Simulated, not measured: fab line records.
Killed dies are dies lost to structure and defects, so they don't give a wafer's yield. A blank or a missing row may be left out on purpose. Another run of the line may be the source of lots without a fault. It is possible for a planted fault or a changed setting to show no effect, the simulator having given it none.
fab line records | flow rit-cmos | part 1 of 2: steps 1 to 30 of 40
record lots=5 wafers=15 last-day=7
route steps=202 shown SILICIDE@162 CONTACT@168 M1@184
lots with no fault: from the same line, run without faults
start-h: the number of hours between the record's first day and the start of the first shown wafer of the lot | wait-h: time in hours since the lot's previous step | " same as the row above | L1.1+2: several wafers, shown together as one row | - no value, or no start was given | * or withheld: withheld | < > ~ a bound
route shown NAME@n: a module of which the file shows steps, and the number in the route of the first | usual: mean/standard deviation of fault-free wafers | same: alike in all rows | chamber/n: place in a boat | sites: each site's reading | _std_site: how widely they spread, as a standard deviation | _edge_site: outer sites' mean less inner sites' | radius-mm: how far each site lies from the wafer's centre | mask NAME#n: copy n | behind: the most recent tool/chamber to have shaped the wafer | hold: what put the lot on hold/how long, in hours/how the hold closed | device: the transistor (n, p or np) that didn't switch | end of line: tests run on the same wafers once the route is complete | a step given without rows: its recipe and nothing more | killed: dies that structure and defects cost at the first sort, which is not the same as the wafer's yield | map: per-die view of a wafer (x killed, . not killed, _ where there is no die)
set.NAME: the run value of the setting; set.NAME@STEP: its run value at that earlier step | model.NAME: the simulator's own value behind a step, which no gauge read
certain route steps with their lots: each step a table, each wafer a row
services: from which hour (start-h, from the record's first day; less than 0 if before it) a tool's chamber was out of use, for how many hours, and why
## steps
# step RIT_SILICIDE_SPUTTER_01
# recipe material=Ti target-thk-nm=30 power-w=350 chamber-pressure-pa=0.6451 gas=Ar time-s=240 substrate-temp-c=25
# usual throttle-valve-pct=29.8/1.5
# columns lot.wafer tool chamber start-h wait-h throttle-valve-pct
L075.3 pvd-sputter-02 - 56.60 0.0 30.6
L075.4 " - " " 27.1
L075.6 " - " " 31.6
L080.4 pvd-sputter-01 - 80.14 0.1 29.3
L080.5 " - " " 27.9
L080.6 " - " " 29.9
L082.4 pvd-sputter-01 - 89.81 0.1 30.0
L082.5 " - " " 27.9
L082.6 " - " " 29.6
L086.1 pvd-sputter-01 - 109.41 0.0 27.8
L086.3 " - " " 31.2
L086.6 " - " " 29.6
L093.1 pvd-sputter-02 - 150.28 0.0 27.2
L093.3 " - " " 30.7
L093.6 " - " " 31.0
# step RIT_SILICIDE_RS_MEAS_02
# recipe thk-meas-gauge=four-point-probe reads=Ti_of_SILICIDE_SPUTTER_01
# usual SILICIDE_TI_RS=44.5/0.55
# columns lot.wafer tool chamber start-h wait-h SILICIDE_TI_RS[ohm/sq]
L075.3 film-metro-03 - 56.79 0.1 44.5
L075.4 " - " " 44.2
L075.6 " - " " 44.8
L080.4 film-metro-03 - 80.27 0.1 44.4
L080.5 " - " " 44.6
L080.6 " - " " 43.6
L082.4 film-metro-02 - 89.94 0.1 44.5
L082.5 " - " " 45.3
L082.6 " - " " 45.3
L086.1 film-metro-01 - 109.56 0.1 44.2
L086.3 " - " " 43.7
L086.6 " - " " 44.4
L093.1 film-metro-02 - 150.43 0.1 43.0
L093.3 " - " " 43.8
L093.6 " - " " 43.4
# step RIT_SILICIDE_THK_MEAS_03
# recipe thk-meas-gauge=xrf reads=Ti_of_SILICIDE_SPUTTER_01
# usual SILICIDE_TI_THK=30.4/0.33
# columns lot.wafer tool chamber start-h wait-h SILICIDE_TI_THK[nm]
L075.3 film-metro-03 - 56.89 0.1 30.5
L075.4 " - " " 30.6
L075.6 " - " " 30.2
L080.4 film-metro-03 - 80.36 0.1 30.5
L080.5 " - " " 30.5
L080.6 " - " " 31.1
L082.4 film-metro-02 - 90.03 0.1 30.3
L082.5 " - " " 29.8
L082.6 " - " " 29.6
L086.1 film-metro-01 - 109.68 0.1 30.5
L086.3 " - " " 30.6
L086.6 " - " " 30.3
L093.1 film-metro-02 - 150.55 0.1 31.1
L093.3 " - " " 30.8
L093.6 " - " " 31.1
# step RIT_SILICIDE_RTA_04
# recipe temp-c=650 time-s=10 idle-temp-c=25 ramp-up-s=5 ramp-down-s=5 cool-to-c=25 ambient=N2
# usual wafer_temp_C_max=653.2/1.6
# columns lot.wafer tool chamber start-h wait-h wafer_temp_C_max
L075.3 rtp-anneal-02 0 56.95 0.1 654.3
L075.4 " 0 " " 653.5
L075.6 " 0 " " 655.5
L080.4 rtp-anneal-01 0 80.43 0.1 652.1
L080.5 " 0 " " 651.2
L080.6 " 0 " " 651.7
L082.4 rtp-anneal-01 0 90.10 0.1 651.2
L082.5 " 0 " " 651.8
L082.6 " 0 " " 651.4
L086.1 rtp-anneal-01 0 109.74 0.1 651.0
L086.3 " 0 " " 651.4
L086.6 " 0 " " 650.6
L093.1 rtp-anneal-02 0 150.61 0.1 654.6
L093.3 " 0 " " 654.1
L093.6 " 0 " " 654.5
# step RIT_SILICIDE_WET_ETCH_05
# recipe chemistry=SPM target=Ti temp-c=90 time-s=120 dry=n2-spin
# columns lot.wafer tool chamber start-h wait-h
L075.3+4+6 wet-bench-03 2 56.99 0.0
L080.4+5+6 wet-bench-01 2 80.46 0.0
L082.4+5+6 wet-bench-01 1 90.13 0.0
L086.1+3+6 wet-bench-03 1 109.81 0.1
L093.1+3+6 wet-bench-01 3 150.67 0.1
# step RIT_SILICIDE_RTA_06
# recipe temp-c=750 time-s=10 idle-temp-c=25 ramp-up-s=5 ramp-down-s=10 cool-to-c=25 ambient=N2
# usual wafer_temp_C_max=753.4/1.9
# columns lot.wafer tool chamber start-h wait-h wafer_temp_C_max
L075.3 rtp-anneal-01 0 57.06 0.0 751.5
L075.4 " 0 " " 751.8
L075.6 " 0 " " 751.7
L080.4 rtp-anneal-02 0 80.54 0.0 755.3
L080.5 " 0 " " 754.0
L080.6 " 0 " " 755.8
L082.4 rtp-anneal-02 0 90.20 0.0 753.4
L082.5 " 0 " " 755.0
L082.6 " 0 " " 757.5
L086.1 rtp-anneal-02 0 109.85 0.0 755.7
L086.3 " 0 " " 753.3
L086.6 " 0 " " 756.2
L093.1 rtp-anneal-01 0 150.72 0.0 751.6
L093.3 " 0 " " 751.3
L093.6 " 0 " " 751.2
# step RIT_CONTACT_CVD_00
# recipe material=SiO2 target-thk-nm=400 precursor=TEOS temp-c=390 time-s=61 rf-w=400
# usual heater-power-w=314/54
# columns lot.wafer tool chamber start-h wait-h heater-power-w
L075.3 pecvd-01 1 57.10 0.0 353
L075.4 " 1 " " 362
L075.6 " 2 " " 326
L080.4 pecvd-01 0 80.60 0.0 305
L080.5 " 1 " " 267
L080.6 " 2 " " 361
L082.4 pecvd-04 2 90.26 0.0 233
L082.5 " 1 " " 268
L082.6 " 0 " " 306
L086.1 pecvd-01 2 109.91 0.1 351
L086.3 " 1 " " 322
L086.6 " 1 " " 331
L093.1 pecvd-03 1 150.78 0.1 230
L093.3 " 0 " " 319
L093.6 " 0 " " 331
# step RIT_CONTACT_THK_MEAS_01
# recipe reads=SiO2_of_CONTACT_CVD_00
# usual CONTACT_TEOS_THK=399/5.9
# columns lot.wafer tool chamber start-h wait-h CONTACT_TEOS_THK[nm]
L075.3 film-metro-02 - 57.17 0.0 401
L075.4 " - " " 404
L075.6 " - " " 400
L080.4 film-metro-04 - 80.65 0.0 412
L080.5 " - " " 407
L080.6 " - " " 400
L082.4 film-metro-03 - 90.32 0.0 400
L082.5 " - " " 407
L082.6 " - " " 408
L086.1 film-metro-02 - 109.96 0.0 391
L086.3 " - " " 389
L086.6 " - " " 399
L093.1 film-metro-03 - 150.83 0.0 401
L093.3 " - " " 387
L093.6 " - " " 395
# step RIT_CONTACT_HMDS_02
# recipe prime-time-s=60 prime-temp-c=140
# same prime-time-s=60
# columns lot.wafer tool chamber start-h wait-h
L075.3+4+6 litho-track-02 0 57.33 0.1
L080.4+5+6 litho-track-02 0 80.76 0.1
L082.4+5+6 litho-track-03 0 90.42 0.1
L086.1+3+6 litho-track-04 0 110.02 0.1
L093.1+3+6 litho-track-02 0 150.89 0.1
# step RIT_CONTACT_COAT_03
# recipe resist=NOVOLAK spin-rpm=3250 resist-thk-nm=1000
# usual dispense-pressure-kPa=45.9/2.1
# columns lot.wafer tool chamber start-h wait-h dispense-pressure-kPa
L075.3 litho-track-02 0 57.48 0.1 44.9
L075.4 " 0 " " 44.9
L075.6 " 0 " " 44.8
L080.4 litho-track-02 0 80.91 0.1 44.9
L080.5 " 0 " " 44.9
L080.6 " 0 " " 44.9
L082.4 litho-track-03 0 90.57 0.1 44.6
L082.5 " 0 " " 44.5
L082.6 " 0 " " 44.6
L086.1 litho-track-04 0 110.17 0.1 49.6
L086.3 " 0 " " 49.6
L086.6 " 0 " " 49.6
L093.1 litho-track-02 0 151.04 0.1 44.9
L093.3 " 0 " " 44.9
L093.6 " 0 " " 44.9
# step RIT_CONTACT_SOFTBAKE_04
# recipe resist=NOVOLAK temp-c=90 time-s=60
# columns lot.wafer tool chamber start-h wait-h
L075.3+4+6 litho-track-02 0 57.63 0.1
L080.4+5+6 litho-track-02 0 81.06 0.1
L082.4+5+6 litho-track-03 0 90.72 0.1
L086.1+3+6 litho-track-04 0 110.32 0.1
L093.1+3+6 litho-track-02 0 151.19 0.1
# step RIT_CONTACT_EXPOSE_05
# recipe mask-id=M11 na=0.6 source-shape=conventional sigma-outer=0.5 target-cd-nm=1000 dose-mj=250
# usual stage-vel-mm-s=499.96/0.23
# columns lot.wafer tool chamber start-h wait-h mask stage-vel-mm-s
L075.3 iline-stepper-01 0 57.89 0.2 M11#0 500.10
L075.4 " 0 " " M11#0 499.99
L075.6 " 0 " " M11#0 500.21
L080.4 iline-stepper-01 0 81.31 0.2 M11#0 499.50
L080.5 " 0 " " M11#0 499.62
L080.6 " 0 " " M11#0 499.75
L082.4 iline-stepper-02 0 90.98 0.2 M11#0 500.01
L082.5 " 0 " " M11#0 500.02
L082.6 " 0 " " M11#0 500.19
L086.1 iline-stepper-01 0 110.60 0.2 M11#0 500.06
L086.3 " 0 " " M11#0 500.11
L086.6 " 0 " " M11#0 500.09
L093.1 iline-stepper-02 0 151.47 0.2 M11#0 499.92
L093.3 " 0 " " M11#0 500.17
L093.6 " 0 " " M11#0 499.84
# step RIT_CONTACT_PEB_06
# recipe resist=NOVOLAK temp-c=withheld time-s=withheld
# columns lot.wafer tool chamber start-h wait-h
L075.3+4+6 litho-track-04 0 58.14 0.2
L080.4+5+6 litho-track-04 0 81.48 0.1
L082.4+5+6 litho-track-04 0 91.11 0.1
L086.1+3+6 litho-track-04 0 110.72 0.1
L093.1+3+6 litho-track-02 0 151.58 0.1
# step RIT_CONTACT_DEVELOP_07
# recipe resist=NOVOLAK develop-time-s=120 dev-temp-c=23.46
# usual developer-temp-C=23.43/0.11
# columns lot.wafer tool chamber start-h wait-h developer-temp-C
L075.3 litho-track-04 0 - - 23.66
L075.4 " 0 " " 23.49
L075.6 " 0 " " 23.45
L080.4 litho-track-04 0 - - 23.24
L080.5 " 0 " " 23.31
L080.6 " 0 " " 23.16
L082.4 litho-track-04 0 - - 23.44
L082.5 " 0 " " 23.53
L082.6 " 0 " " 23.37
L086.1 litho-track-04 0 - - 23.42
L086.3 " 0 " " 23.46
L086.6 " 0 " " 23.48
L093.1 litho-track-02 0 - - 23.54
L093.3 " 0 " " 23.43
L093.6 " 0 " " 23.48
# step RIT_CONTACT_CD_MEAS_08
# recipe target-cd-nm=1000
# usual cd-nm=1001.3/2.2
# columns lot.wafer tool chamber start-h wait-h cd-nm
L075.3 cd-sem-02 - 58.53 - 1002.2
L075.4 " - " " 1005.0
L075.6 " - " " 1006.9
L080.4 cd-sem-01 - 81.86 - 999.2
L080.5 " - " " 1000.9
L080.6 " - " " 998.0
L082.4 cd-sem-01 - 91.50 - 1000.8
L082.5 " - " " 999.9
L082.6 " - " " 998.2
L086.1 cd-sem-02 - 111.12 - 1000.6
L086.3 " - " " 1002.5
L086.6 " - " " 1003.7
L093.1 cd-sem-02 - 151.98 - 1000.2
L093.3 " - " " 1000.8
L093.6 " - " " 1000.5
# step RIT_CONTACT_OVL_MEAS_09
# usual CONTACT_OVL=-0.8/1.2
# columns lot.wafer tool chamber start-h wait-h CONTACT_OVL[nm]
L075.3 overlay-02 - 58.62 0.1 -1.8
L075.4 " - " " -0.4
L075.6 " - " " 0.0
L080.4 overlay-02 - 81.94 0.1 -0.1
L080.5 " - " " -0.8
L080.6 " - " " -0.8
L082.4 overlay-01 - 91.58 0.1 -2.4
L082.5 " - " " -1.8
L082.6 " - " " -1.6
L086.1 overlay-01 - 111.24 0.1 -2.1
L086.3 " - " " -1.4
L086.6 " - " " -2.0
L093.1 overlay-02 - 152.10 0.1 -1.2
L093.3 " - " " -0.5
L093.6 " - " " -0.3
# step RIT_CONTACT_HARDBAKE_10
# recipe resist=NOVOLAK temp-c=140 time-s=60
# columns lot.wafer tool chamber start-h wait-h
L075.3+4+6 litho-track-04 0 58.69 0.1
L080.4+5+6 litho-track-03 0 82.17 0.2
L082.4+5+6 litho-track-03 0 91.67 0.1
L086.1+3+6 litho-track-02 0 111.27 0.0
L093.1+3+6 litho-track-04 0 152.14 0.0
# step RIT_CONTACT_ETCH_11
# recipe target-depth-a=4800 over-etch-frac=0.2 stop-on=TiSi2 chemistry=CHF3/CF4/Ar target=SiO2 CHF3_flow_sccm=50 cf4-flow-sccm=10 Ar_flow_sccm=100 O2_flow_sccm=5 pressure-mtorr=100 rf-w=200 time-s=320
# usual drypump-motor-current-A=5.8/0.34 oes-product-au=0.987/0.017 throttle-valve-pct=8.85/0.13
# columns lot.wafer tool chamber start-h wait-h drypump-motor-current-A oes-product-au rf-hours-counter-h throttle-valve-pct
L075.3 rie-diel-04 2 58.79 0.1 5.9 0.997 121 8.73
L075.4 " 0 " " 6.3 1.010 19 8.82
L075.6 " 2 " " 5.9 0.991 - 8.73
L080.4 rie-diel-02 0 82.34 0.1 5.6 0.997 - 8.68
L080.5 " 1 " " 5.9 1.000 - 8.90
L080.6 " 2 " " 5.7 0.970 - 9.07
L082.4 rie-diel-01 3 91.75 0.1 6.1 0.997 36 8.67
L082.5 " 2 " " 5.6 0.988 - 8.87
L082.6 " 1 " " 5.7 0.970 - 8.70
L086.1 rie-diel-01 1 111.42 0.1 5.7 0.971 6 8.71
L086.3 " 3 " " 6.1 0.994 37 8.69
L086.6 " 3 " " 6.1 0.998 - 8.68
L093.1 rie-diel-01 1 152.29 0.1 5.7 0.977 7 8.69
L093.3 " 0 " " 6.5 0.968 5 9.05
L093.6 " 1 " " 5.7 0.976 - 8.71
# step RIT_CONTACT_STRIP_12
# recipe chemistry=O2 time-s=180 resist=NOVOLAK platen-temp-c=withheld power-w=500 pressure-mtorr=4000 o2-flow-sccm=4000
# usual drypump-motor-current-A=5.6/0.43
# columns lot.wafer tool chamber start-h wait-h drypump-motor-current-A rf-hours-counter-h
L075.3 plasma-asher-04 0 59.05 0.2 5.0 -
L075.4 " 1 " " 6.1 -
L075.6 " 0 " " 4.9 -
L080.4 plasma-asher-04 1 82.50 0.1 6.1 -
L080.5 " 0 " " 4.9 -
L080.6 " 1 " " 6.1 -
L082.4 plasma-asher-04 1 92.00 0.2 6.1 -
L082.5 " 1 " " 6.1 -
L082.6 " 0 " " 5.0 -
L086.1 plasma-asher-01 1 111.62 0.1 5.9 49
L086.3 " 1 " " 5.9 -
L086.6 " 0 " " 5.1 -
L093.1 plasma-asher-02 1 152.48 0.1 5.7 35
L093.3 " 0 " " 5.6 -
L093.6 " 1 " " 5.7 -
# step RIT_CONTACT_CD_MEAS_90
# recipe target-cd-nm=1000
# usual cd-nm=1001.2/2.3
# columns lot.wafer tool chamber start-h wait-h cd-nm
L075.3 cd-sem-02 - 59.20 0.1 1002.3
L075.4 " - " " 1005.3
L075.6 " - " " 1006.9
L080.4 cd-sem-01 - 82.74 0.2 998.9
L080.5 " - " " 1000.7
L080.6 " - " " 998.3
L082.4 cd-sem-01 - 92.18 0.1 1000.8
L082.5 " - " " 999.7
L082.6 " - " " 999.0
L086.1 cd-sem-02 - 111.79 0.1 1000.6
L086.3 " - " " 1002.7
L086.6 " - " " 1003.2
L093.1 cd-sem-01 - 152.66 0.1 1000.5
L093.3 " - " " 1000.3
L093.6 " - " " 999.9
# step RIT_CONTACT_CLEAN_13
# recipe chemistry=SC1 mix=3:3:50 time-s=600 temp-c=75
# columns lot.wafer tool chamber start-h wait-h
L075.3+4+6 wet-bench-02 3 59.28 0.1
L080.4+5+6 wet-bench-04 3 82.80 0.0
L082.4+5+6 wet-bench-04 3 92.24 0.0
L086.1+3+6 wet-bench-02 2 111.91 0.1
L093.1+3+6 wet-bench-04 2 152.78 0.1
# step RIT_CONTACT_CLEAN_14
# recipe chemistry=SC2 mix=3:3:50 time-s=600 temp-c=75 dry=n2-spin
# columns lot.wafer tool chamber start-h wait-h
L075.3+4+6 wet-bench-02 0 59.46 0.0
L080.4+5+6 wet-bench-02 2 83.01 0.0
L082.4+5+6 wet-bench-02 1 92.43 0.0
L086.1+3+6 wet-bench-03 0 112.09 0.0
L093.1+3+6 wet-bench-03 1 152.95 0.0
# step RIT_M1_SPUTTER_00
# recipe material=Al target-thk-nm=400 power-w=2000 chamber-pressure-pa=0.4 gas=Ar time-s=500 substrate-temp-c=25
# usual throttle-valve-pct=30.0/1.3
# columns lot.wafer tool chamber start-h wait-h throttle-valve-pct
L075.3 pvd-sputter-04 - 59.63 0.0 28.5
L075.4 " - " " 27.8
L075.6 " - " " 28.6
L080.4 pvd-sputter-03 - 83.19 0.0 29.6
L080.5 " - " " 29.1
L080.6 " - " " 30.9
L082.4 pvd-sputter-03 - 92.60 0.0 30.4
L082.5 " - " " 30.7
L082.6 " - " " 30.3
L086.1 pvd-sputter-03 - 112.26 0.0 30.9
L086.3 " - " " 30.9
L086.6 " - " " 30.9
L093.1 pvd-sputter-04 - 153.13 0.0 27.9
L093.3 " - " " 29.6
L093.6 " - " " 32.0
# step RIT_M1_RS_MEAS_01
# recipe thk-meas-gauge=four-point-probe reads=Al_of_M1_SPUTTER_00
# usual M1_AL_RS=0.0743/0.00086
# columns lot.wafer tool chamber start-h wait-h M1_AL_RS[ohm/sq]
L075.3 film-metro-01 - 59.97 0.2 0.0743
L075.4 " - " " 0.0752
L075.6 " - " " 0.0744
L080.4 film-metro-04 - 83.54 0.2 0.0732
L080.5 " - " " 0.0733
L080.6 " - " " 0.0751
L082.4 film-metro-01 - 92.96 0.2 0.0735
L082.5 " - " " 0.0732
L082.6 " - " " 0.0734
L086.1 film-metro-01 - 112.56 0.1 0.0750
L086.3 " - " " 0.0767
L086.6 " - " " 0.0760
L093.1 film-metro-04 - 153.42 0.1 0.0732
L093.3 " - " " 0.0737
L093.6 " - " " 0.0737
# step RIT_M1_THK_MEAS_02
# recipe thk-meas-gauge=xrf reads=Al_of_M1_SPUTTER_00
# usual M1_AL_THK=383/4.7
# columns lot.wafer tool chamber start-h wait-h M1_AL_THK[nm]
L075.3 film-metro-01 - 60.07 0.1 385
L075.4 " - " " 381
L075.6 " - " " 383
L080.4 film-metro-04 - 83.63 0.1 388
L080.5 " - " " 388
L080.6 " - " " 376
L082.4 film-metro-01 - 93.05 0.1 388
L082.5 " - " " 390
L082.6 " - " " 390
L086.1 film-metro-01 - 112.68 0.1 378
L086.3 " - " " 370
L086.6 " - " " 377
L093.1 film-metro-04 - 153.54 0.1 385
L093.3 " - " " 384
L093.6 " - " " 382
# step RIT_M1_HMDS_03
# recipe prime-time-s=60 prime-temp-c=140
# same prime-time-s=60
# columns lot.wafer tool chamber start-h wait-h
L075.3+4+6 litho-track-01 0 60.16 0.1
L080.4+5+6 litho-track-01 0 83.74 0.1
L082.4+5+6 litho-track-02 0 93.15 0.1
L086.1+3+6 litho-track-04 0 112.74 0.1
L093.1+3+6 litho-track-01 0 153.60 0.1
# step RIT_M1_COAT_04
# recipe resist=NOVOLAK spin-rpm=2000 resist-thk-nm=1322
# usual dispense-pressure-kPa=49.8/2.8
# columns lot.wafer tool chamber start-h wait-h dispense-pressure-kPa
L075.3 litho-track-01 0 60.31 0.1 52.0
L075.4 " 0 " " 52.0
L075.6 " 0 " " 52.1
L080.4 litho-track-01 0 83.89 0.1 52.0
L080.5 " 0 " " 52.0
L080.6 " 0 " " 52.0
L082.4 litho-track-02 0 93.30 0.1 44.9
L082.5 " 0 " " 44.9
L082.6 " 0 " " 44.9
L086.1 litho-track-04 0 112.89 0.1 49.6
L086.3 " 0 " " 49.7
L086.6 " 0 " " 49.6
L093.1 litho-track-01 0 153.75 0.1 52.1
L093.3 " 0 " " 52.0
L093.6 " 0 " " 52.0
# step RIT_M1_SOFTBAKE_05
# recipe resist=NOVOLAK temp-c=90 time-s=60
# columns lot.wafer tool chamber start-h wait-h
L075.3+4+6 litho-track-01 0 60.46 0.1
L080.4+5+6 litho-track-01 0 84.04 0.1
L082.4+5+6 litho-track-02 0 93.45 0.1
L086.1+3+6 litho-track-04 0 113.04 0.1
L093.1+3+6 litho-track-01 0 153.90 0.1
# step RIT_M1_EXPOSE_06
# recipe mask-id=M12 na=0.6 source-shape=conventional sigma-outer=0.5 target-cd-nm=2600 dose-mj=250
# usual stage-vel-mm-s=500.05/0.26
# columns lot.wafer tool chamber start-h wait-h mask stage-vel-mm-s
L075.3 iline-stepper-01 0 60.72 0.2 M12#0 500.53
L075.4 " 0 " " M12#0 500.34
L075.6 " 0 " " M12#0 500.31
L080.4 iline-stepper-02 0 84.21 0.2 M12#0 500.37
L080.5 " 0 " " M12#0 500.30
L080.6 " 0 " " M12#0 499.93
L082.4 iline-stepper-02 0 93.71 0.2 M12#0 499.82
L082.5 " 0 " " M12#0 500.09
L082.6 " 0 " " M12#0 500.32
L086.1 iline-stepper-02 0 113.31 0.2 M12#0 499.99
L086.3 " 0 " " M12#0 500.21
L086.6 " 0 " " M12#0 500.22
L093.1 iline-stepper-02 0 154.18 0.2 M12#0 500.22
L093.3 " 0 " " M12#0 499.99
L093.6 " 0 " " M12#0 500.24
# step RIT_M1_PEB_07
# recipe resist=NOVOLAK temp-c=withheld time-s=withheld
# columns lot.wafer tool chamber start-h wait-h
L075.3+4+6 litho-track-01 0 60.85 0.1
L080.4+5+6 litho-track-02 0 84.35 0.1
L082.4+5+6 litho-track-02 0 93.84 0.1
L086.1+3+6 litho-track-02 0 113.43 0.1
L093.1+3+6 litho-track-01 0 154.39 0.2
